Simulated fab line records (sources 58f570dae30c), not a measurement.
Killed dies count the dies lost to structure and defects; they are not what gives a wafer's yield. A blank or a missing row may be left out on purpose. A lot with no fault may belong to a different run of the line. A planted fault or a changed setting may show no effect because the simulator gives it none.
Split-lot study :: flow berkeleyCmos170 :: 23 wafers read from 5 lots, route of 331 steps

SPLIT DETAILS
At UCB170_SDANNEAL_RTA_01 (time 5 s), the setting timeS was moved away from the recipe's 5 s on 7 of the 23 wafers read, by -12.9% to -8.2%. The other wafers ran this setting at the recipe's value.

Between the split and the reading, the file records no step.

THE READING
PSD_RS, in ohm/sq, at UCB170_SDANNEAL_RS_MEAS_02 (measures by four-point-probe). Typical for fault-free wafers on this fab line: 75.55 ohm/sq, with standard deviation 0.28 ohm/sq.

wafer: L075.1
tool, chamber at the split: rtpAnneal-01, 0
timeS as run, s: 5
against the recipe: recipe
PSD_RS, ohm/sq: 74.89
against lot-mates on the recipe: -

wafer: L075.2
tool, chamber at the split: rtpAnneal-01, 0
timeS as run, s: 5
against the recipe: recipe
PSD_RS, ohm/sq: 75.11
against lot-mates on the recipe: -

wafer: L075.6
tool, chamber at the split: rtpAnneal-01, 0
timeS as run, s: 5
against the recipe: recipe
PSD_RS, ohm/sq: 75.17
against lot-mates on the recipe: -

wafer: L080.2
tool, chamber at the split: rtpAnneal-02, 0
timeS as run, s: 5
against the recipe: recipe
PSD_RS, ohm/sq: 75.82
against lot-mates on the recipe: -

wafer: L080.3
tool, chamber at the split: rtpAnneal-02, 0
timeS as run, s: 5
against the recipe: recipe
PSD_RS, ohm/sq: 75.77
against lot-mates on the recipe: -

wafer: L080.4
tool, chamber at the split: rtpAnneal-02, 0
timeS as run, s: 4.354
against the recipe: -12.9%
PSD_RS, ohm/sq: 78.21
against lot-mates on the recipe: +2.46

wafer: L080.5
tool, chamber at the split: rtpAnneal-02, 0
timeS as run, s: 5
against the recipe: recipe
PSD_RS, ohm/sq: 75.65
against lot-mates on the recipe: -

wafer: L080.6
tool, chamber at the split: rtpAnneal-02, 0
timeS as run, s: 4.354
against the recipe: -12.9%
PSD_RS, ohm/sq: 77.75
against lot-mates on the recipe: +2.00

wafer: L076.2
tool, chamber at the split: rtpAnneal-01, 0
timeS as run, s: 4.592
against the recipe: -8.2%
PSD_RS, ohm/sq: 76.92
against lot-mates on the recipe: +1.58

wafer: L076.3
tool, chamber at the split: rtpAnneal-01, 0
timeS as run, s: 5
against the recipe: recipe
PSD_RS, ohm/sq: 75.46
against lot-mates on the recipe: -

wafer: L076.4
tool, chamber at the split: rtpAnneal-01, 0
timeS as run, s: 4.592
against the recipe: -8.2%
PSD_RS, ohm/sq: 76.73
against lot-mates on the recipe: +1.39

wafer: L076.5
tool, chamber at the split: rtpAnneal-01, 0
timeS as run, s: 4.592
against the recipe: -8.2%
PSD_RS, ohm/sq: 76.96
against lot-mates on the recipe: +1.62

wafer: L076.6
tool, chamber at the split: rtpAnneal-01, 0
timeS as run, s: 5
against the recipe: recipe
PSD_RS, ohm/sq: 75.22
against lot-mates on the recipe: -

wafer: L082.1
tool, chamber at the split: rtpAnneal-01, 0
timeS as run, s: 4.53
against the recipe: -9.4%
PSD_RS, ohm/sq: 77.20
against lot-mates on the recipe: +1.78

wafer: L082.2
tool, chamber at the split: rtpAnneal-01, 0
timeS as run, s: 5
against the recipe: recipe
PSD_RS, ohm/sq: 75.28
against lot-mates on the recipe: -

wafer: L082.3
tool, chamber at the split: rtpAnneal-01, 0
timeS as run, s: 5
against the recipe: recipe
PSD_RS, ohm/sq: 75.29
against lot-mates on the recipe: -

wafer: L082.5
tool, chamber at the split: rtpAnneal-01, 0
timeS as run, s: 4.53
against the recipe: -9.4%
PSD_RS, ohm/sq: 77.32
against lot-mates on the recipe: +1.90

wafer: L082.6
tool, chamber at the split: rtpAnneal-01, 0
timeS as run, s: 5
against the recipe: recipe
PSD_RS, ohm/sq: 75.69
against lot-mates on the recipe: -

wafer: L083.1
tool, chamber at the split: rtpAnneal-02, 0
timeS as run, s: 5
against the recipe: recipe
PSD_RS, ohm/sq: 75.61
against lot-mates on the recipe: -

wafer: L083.2
tool, chamber at the split: rtpAnneal-02, 0
timeS as run, s: 5
against the recipe: recipe
PSD_RS, ohm/sq: 76.09
against lot-mates on the recipe: -

wafer: L083.4
tool, chamber at the split: rtpAnneal-02, 0
timeS as run, s: 5
against the recipe: recipe
PSD_RS, ohm/sq: 75.91
against lot-mates on the recipe: -

wafer: L083.5
tool, chamber at the split: rtpAnneal-02, 0
timeS as run, s: 5
against the recipe: recipe
PSD_RS, ohm/sq: 75.87
against lot-mates on the recipe: -

wafer: L083.6
tool, chamber at the split: rtpAnneal-02, 0
timeS as run, s: 5
against the recipe: recipe
PSD_RS, ohm/sq: 75.80
against lot-mates on the recipe: -

FIT RESULTS
A straight line over all 23 wafers: PSD_RS changes by -0.181 ohm/sq for each +1% of timeS; r = -0.94; the points scatter about the line by 0.31 ohm/sq.
The same after taking each lot's own level away (the mean of its wafers on the recipe; 23 wafers): -0.182 ohm/sq for each +1%; r = -0.98; scatter 0.16 ohm/sq.
The reading moves by 2.4 ohm/sq for the largest change in timeS, on that fit.
The span of the lots' own levels, 75.057 to 75.856 ohm/sq, comes to 2.9 times the standard deviation stated above.
Consequently the slope shifts little with the lot-to-lot level, the two slopes agreeing.
Check: with one of the wafers moved furthest among these (-12.9%) left out of the fit, the line predicts +2.33 ohm/sq for it against its lot-mates. Against them it came out at +2.46 ohm/sq.

FURTHER SPLITS ON THESE WAFERS
These wafers also went through other splits before the reading. Each is held against what the fit with the lots' levels taken away leaves over:
other split on the same wafers: UCB170_NWELL_OXIDATION_01 tempC
wafers away from the commonest value: 15
r with PSD_RS (lot level and that fit taken away): -0.17

other split on the same wafers: UCB170_ACTIVE_CVD_05 sih2cl2FlowSccm
wafers away from the commonest value: 15
r with PSD_RS (lot level and that fit taken away): -0.13

other split on the same wafers: UCB170_PFIELD_IMPLANT_07 energyKev
wafers away from the commonest value: 5
r with PSD_RS (lot level and that fit taken away): -0.23

other split on the same wafers: UCB170_PVT_COAT_01 spinRpm
wafers away from the commonest value: 5
r with PSD_RS (lot level and that fit taken away): +0.06

other split on the same wafers: UCB170_PVT_DEVELOP_05 devTempC
wafers away from the commonest value: 10
r with PSD_RS (lot level and that fit taken away): -0.07

other split on the same wafers: UCB170_PLDD_EXPOSE_03 doseMj
wafers away from the commonest value: 8
r with PSD_RS (lot level and that fit taken away): +0.08

other split on the same wafers: UCB170_NLDD_EXPOSE_03 doseMj
wafers away from the commonest value: 6
r with PSD_RS (lot level and that fit taken away): +0.30

other split on the same wafers: UCB170_PSD_EXPOSE_03 doseMj
wafers away from the commonest value: 8
r with PSD_RS (lot level and that fit taken away): -0.11

other split on the same wafers: UCB170_NSD_IMPLANT_08 energyKev
wafers away from the commonest value: 4
r with PSD_RS (lot level and that fit taken away): -0.03

FILE'S OWN FIT
PSD_RS changes by -0.182 ohm/sq for each +1% of timeS, r = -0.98.
